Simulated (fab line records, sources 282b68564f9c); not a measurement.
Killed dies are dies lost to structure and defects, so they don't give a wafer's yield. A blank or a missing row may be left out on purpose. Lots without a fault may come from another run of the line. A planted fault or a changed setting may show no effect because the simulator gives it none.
One fault seen from 2 desks | flow rit_cmos | each desk has only its own numbers; what lay behind them comes last

THE TOOL OWNER'S DESK: wet_bench-03
The tool's own readings at RIT_SDANNEAL_CLEAN_01 (cleans in dHF, time 30 s): means of the sampled wafers that have a number, for each lot that ran on this tool. A lot is out of limits, marked OUT, if its mean lies more than 4 standard deviations from the usual mean; the brackets give that distance.
Columns: A = run_length_s at RIT_SDANNEAL_CLEAN_01, usual 58.1 s
lot  | first seen here | A
L335 | day 4 09:35     | 56.1
L348 | day 7 04:13     | 182.4 (+46) OUT
L351 | day 7 15:56     | 56.5
This desk's finding: out of limits on L348; first on L348, day 7 04:13 (run_length_s at RIT_SDANNEAL_CLEAN_01). In limits: L335, L351.

THE METROLOGY DESK
What the gauges read, lot by lot, whatever tool the lot ran on: means of the sampled wafers that have a number. A lot is out of limits, marked OUT, if its mean lies more than 4 standard deviations from the usual mean; the brackets give that distance.
Columns: A = PSD_OVL at RIT_PSD_OVL_MEAS_06, usual -0.5 nm; B = PSD_TW at RIT_PSD_TW_MEAS_10, usual 3430; C = PSD_RS at RIT_SDANNEAL_RS_MEAS_04, usual 115.92 ohm/sq; D = NSD_RS at RIT_SDANNEAL_RS_MEAS_05, usual 84.5 ohm/sq; E = PLDD_RS at RIT_SDANNEAL_RS_MEAS_06, usual 178.7 ohm/sq; F = NLDD_RS at RIT_SDANNEAL_RS_MEAS_07, usual 151.6 ohm/sq
lot  | first seen here | A    | B    | C      | D    | E     | F
L335 | day 4 08:50     | -0.2 | 3452 | 115.82 | 84.6 | 178.6 | 151.1
L345 | day 6 10:53     | -0.1 | 3421 | 115.76 | 84.2 | 178.6 | 150.5
L348 | day 7 03:28     | -2.1 | 3406 | 115.69 | 84.4 | 178.4 | 150.9
L349 | day 7 05:47     | -1.5 | 3415 | 115.82 | 85.0 | 178.7 | 151.2
L351 | day 7 15:11     | -1.4 | 3449 | 116.08 | 85.0 | 179.1 | 151.5
This desk's finding: nothing out of limits on any of the 5 lots.

PUT TOGETHER
The tool owner's desk could have raised an alarm at day 7 04:13, on L348.
The metrology desk saw nothing out of limits.
The metrology desk has L348 on record, within its limits.
Of the lots named, all ran RIT_SDANNEAL_CLEAN_01 on wet_bench-03.

WHAT THE SIMULATOR HAD PUT IN
Process parameter drift: wet_bench-03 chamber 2, from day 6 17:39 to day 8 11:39, at RIT_SDANNEAL_CLEAN_01. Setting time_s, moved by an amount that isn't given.
Lots struck among those shown: L348.
Hours from the fault's start to each desk's first reading out of limits: the tool owner's desk, 11.
